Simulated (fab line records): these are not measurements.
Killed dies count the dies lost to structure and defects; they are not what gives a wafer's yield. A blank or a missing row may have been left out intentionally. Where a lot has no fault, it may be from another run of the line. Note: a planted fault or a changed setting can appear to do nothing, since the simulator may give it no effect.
Which tool was responsible? :: flow ritCmos :: 13 lots with 39 wafers sampled at 4 steps, on a route of 202 steps

WHAT THE GAUGES READ, wafer by wafer
RIT_NSD_OVL_MEAS_06. Usual: NSD_OVL -1.1 nm, standard deviation 1.3.
lot: L651
measured: day 3 10:44
on: overlay-01
NSD_OVL (nm): 0.1 -1.7 -0.9
flag: 

lot: L652
measured: day 3 16:38
on: overlay-02
NSD_OVL (nm): -1.3 -3.7 -1.1
flag: 

lot: L654
measured: day 4 04:06
on: overlay-01
NSD_OVL (nm): -4.5 -3.1 -3.3
flag: 

lot: L655
measured: day 4 05:49
on: overlay-01
NSD_OVL (nm): - - -
flag: OFF

lot: L663
measured: day 6 03:37
on: overlay-02
NSD_OVL (nm): -0.4 1.1 2.4
flag: 

lot: L664
measured: day 6 14:08
on: overlay-01
NSD_OVL (nm): 0.4 -0.6 -1.6
flag: 

lot: L667
measured: day 6 20:01
on: overlay-02
NSD_OVL (nm): 0.1 1.5 0.3
flag: 

lot: L666
measured: day 7 03:23
on: overlay-01
NSD_OVL (nm): -1.3 -1.2 -1.7
flag: 

lot: L668
measured: day 7 04:49
on: overlay-01
NSD_OVL (nm): -0.6 -1.5 0.5
flag: 

lot: L669
measured: day 7 10:01
on: overlay-01
NSD_OVL (nm): 1.2 -0.3 -0.6
flag: 

lot: L670
measured: day 7 18:32
on: overlay-02
NSD_OVL (nm): -2.3 -3.8 -1.4
flag: 

lot: L671
measured: day 8 00:05
on: overlay-01
NSD_OVL (nm): 0.7 0.8 0.3
flag: 

lot: L672
measured: day 8 02:38
on: overlay-01
NSD_OVL (nm): -1.7 -2.7 -2.1
flag: 

RIT_NSD_TW_MEAS_10. Usual: NSD_TW 3100, standard deviation 27.
lot: L651
measured: day 3 11:15
on: filmMetro-01
NSD_TW: 3122 3124 3112
flag: 

lot: L652
measured: day 3 17:08
on: filmMetro-01
NSD_TW: 3097 3150 3139
flag: 

lot: L654
measured: day 4 04:37
on: filmMetro-02
NSD_TW: 3092 3075 3072
flag: 

lot: L655
measured: day 4 06:19
on: filmMetro-03
NSD_TW: 30 30 30
flag: OFF

lot: L663
measured: day 6 04:07
on: filmMetro-02
NSD_TW: 3071 3094 3084
flag: 

lot: L664
measured: day 6 14:40
on: filmMetro-02
NSD_TW: 3075 3097 3060
flag: 

lot: L667
measured: day 6 20:31
on: filmMetro-02
NSD_TW: 3080 3079 3069
flag: 

lot: L666
measured: day 7 03:55
on: filmMetro-01
NSD_TW: 3075 3066 3088
flag: 

lot: L668
measured: day 7 05:20
on: filmMetro-03
NSD_TW: 3125 3135 3127
flag: 

lot: L669
measured: day 7 10:32
on: filmMetro-01
NSD_TW: 3085 3100 3095
flag: 

lot: L670
measured: day 7 19:04
on: filmMetro-03
NSD_TW: 3134 3134 3138
flag: 

lot: L671
measured: day 8 00:35
on: filmMetro-01
NSD_TW: 3111 3124 3104
flag: 

lot: L672
measured: day 8 03:09
on: filmMetro-03
NSD_TW: 3139 3127 3133
flag: 

RIT_PSD_TW_MEAS_10. Usual: PSD_TW 3417, standard deviation 31.
lot: L651
measured: day 3 12:48
on: filmMetro-01
PSD_TW: 3438 3438 3446
flag: 

lot: L652
measured: day 3 18:41
on: filmMetro-02
PSD_TW: 3357 3363 3352
flag: 

lot: L654
measured: day 4 06:02
on: filmMetro-02
PSD_TW: 3401 3381 3390
flag: 

lot: L655
measured: day 4 07:52
on: filmMetro-03
PSD_TW: 3651 3659 3630
flag: OFF

lot: L663
measured: day 6 05:52
on: filmMetro-01
PSD_TW: 3438 3407 3419
flag: 

lot: L664
measured: day 6 16:05
on: filmMetro-01
PSD_TW: 3424 3422 3422
flag: 

lot: L667
measured: day 6 22:28
on: filmMetro-02
PSD_TW: 3390 3374 3363
flag: 

lot: L666
measured: day 7 05:20
on: filmMetro-01
PSD_TW: 3407 3370 3391
flag: 

lot: L668
measured: day 7 06:57
on: filmMetro-03
PSD_TW: 3425 3427 3410
flag: 

lot: L669
measured: day 7 11:58
on: filmMetro-01
PSD_TW: 3385 3394 3399
flag: 

lot: L670
measured: day 7 20:37
on: filmMetro-03
PSD_TW: 3424 3427 3437
flag: 

lot: L671
measured: day 8 02:20
on: filmMetro-03
PSD_TW: 3449 3436 3447
flag: 

lot: L672
measured: day 8 04:34
on: filmMetro-02
PSD_TW: 3385 3402 3378
flag: 

WHAT TOOL EACH LOT RAN ON (gives the tool, then ch and the chambers of the sampled wafers, and finally the start)
lot: L651
RIT_NSD_EXPOSE_03: ilineStepper-02 ch 0, day 3 10:20

lot: L652
RIT_NSD_EXPOSE_03: ilineStepper-01 ch 0, day 3 16:14

lot: L654
RIT_NSD_EXPOSE_03: ilineStepper-02 ch 0, day 4 03:43

lot: L655
RIT_NSD_EXPOSE_03: ilineStepper-02 ch 0, day 4 05:25

lot: L663
RIT_NSD_EXPOSE_03: ilineStepper-01 ch 0, day 6 03:13

lot: L664
RIT_NSD_EXPOSE_03: ilineStepper-02 ch 0, day 6 13:46

lot: L667
RIT_NSD_EXPOSE_03: ilineStepper-01 ch 0, day 6 19:34

lot: L666
RIT_NSD_EXPOSE_03: ilineStepper-01 ch 0, day 7 03:01

lot: L668
RIT_NSD_EXPOSE_03: ilineStepper-01 ch 0, day 7 04:26

lot: L669
RIT_NSD_EXPOSE_03: ilineStepper-02 ch 0, day 7 09:38

lot: L670
RIT_NSD_EXPOSE_03: ilineStepper-01 ch 0, day 7 18:11

lot: L671
RIT_NSD_EXPOSE_03: ilineStepper-02 ch 0, day 7 23:41

lot: L672
RIT_NSD_EXPOSE_03: ilineStepper-02 ch 0, day 8 02:16
- RIT_NSD_EXPOSE_03: exposes mask M9, target cd 40700 nm.

AS READ BY THE TOOLS THEMSELVES (means over the sampled wafers that have a number; for cases with no such wafer, the mark the record gives instead)
The record holds no such reading with a usual standard deviation.

THE ANSWER, worked out from the rows above alone
Rule: a lot counts as off when the mean over its wafers that have a number is more than 3 standard deviations away from the usual mean. Also off: a lot with no number at a reading for which 4 or more lots have one. Where the step has rows for the other lots, those lots are counted as sound. First the gauges in route order, then the tools' own readings, where a lot's mean is used as printed above. At the first step where some lot is off, the reading lying furthest off is the one used; lots without a number count as furthest.
Off: at RIT_NSD_OVL_MEAS_06 (NSD_OVL), L655. Without a number there: L655.
If a tool, at a process step before that reading, ran all the lots that are off and no sound lot after the first of them, it fits. Not tried: the gauges at RIT_NSD_OVL_MEAS_06; whatever is off there is also off at RIT_NSD_TW_MEAS_10, on other tools, and gauge error can't account for it. None of those tried fits.

WHAT THE SIMULATOR PUT IN
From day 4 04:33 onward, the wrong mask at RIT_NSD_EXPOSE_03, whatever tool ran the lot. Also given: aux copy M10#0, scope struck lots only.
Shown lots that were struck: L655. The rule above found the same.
